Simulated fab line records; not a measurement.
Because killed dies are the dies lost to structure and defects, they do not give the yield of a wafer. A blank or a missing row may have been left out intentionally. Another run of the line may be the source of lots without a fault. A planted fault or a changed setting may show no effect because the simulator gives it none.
8D (eight disciplines) problem report, filled in by code | flow rit-cmos | the parts of the form that need people (team, actions taken, sign-off) are left out

1. WHAT IS WRONG
spin-speed-rpm at RIT_M1_COAT_04 reads a mean of 1852.3 rpm on 6 wafers of 2 lots; wafers without a fault read 2000.2 rpm with a standard deviation of 1.2. So: -99 or more standard deviations from the usual mean.
The step: resist thk 1300 nm.
First seen on wafer L940.1, day 5 05:53, on litho-track-02. The record holds 42 wafers of 14 lots with a number at this step. Rule for "out" (also "out of limits"): further than 4 standard deviations from the usual mean. The rest of the wafers with a number are treated as sound.

2. WHAT THIS IS AND IS NOT
question                    | is                     | is not
which readings at this step | spin-speed-rpm         | chill-plate-temp-C
which lots                  | L940, L948             | L931, L932, L933, L934, L935, L936, L937, L938, L939, L947, L949, L950
which wafers of those lots  | all that have a number | -
read on which tools         | litho-track-02         | litho-track-01, litho-track-04
when                        | from day 5 05:53       | up to then (27 sound wafers); but 9 sound wafers of L947, L949, L950 came after

3. WHAT RULES OUT EACH SUSPECT
Counting: any tool at a process step up to the reading is kept as a suspect provided that every lot that is out went through it and no sound lot did after the first of them.
- litho-track-02 at RIT_M1_COAT_04 (resist thk 1300 nm): kept. It ran every lot that is out, first L940 (day 5 05:53), and no sound lot after that; its last sound lot up to then is L938 (day 4 20:49). Out on those wafers are its own readings of spin-speed-rpm.
Left after counting: litho-track-02 at RIT_M1_COAT_04.

4. THE CAUSE (what the simulator had put in)
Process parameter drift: litho-track-02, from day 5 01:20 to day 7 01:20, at RIT_M1_COAT_04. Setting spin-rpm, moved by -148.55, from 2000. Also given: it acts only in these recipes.
After counting, this tool was the only one left.

5. THE EFFECT CHAIN, in route order
One row per reading whose mean, taken over the struck wafers that have a number, lies over 3 standard deviations from the usual. Readings are gone through only where the record gives a usual standard deviation; hours: the median, over the lots, of the time from a lot's start at the first step in this table giving one to that lot's start at this step; sigmas: the change measured in usual standard deviations.
hours | step           | reading        | usual      | on struck wafers | change | sigmas
0     | RIT_M1_COAT_04 | spin-speed-rpm | 2000.2 rpm | 1852.3           | -147.9 | -99 or more
Here are the process steps it includes:
- RIT_M1_COAT_04: resist thk 1300 nm.

6. WHAT WOULD HAVE CAUGHT IT SOONER
The fault began at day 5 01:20; the first out-of-limits reading in this record came at day 5 05:53, 5 hours later.
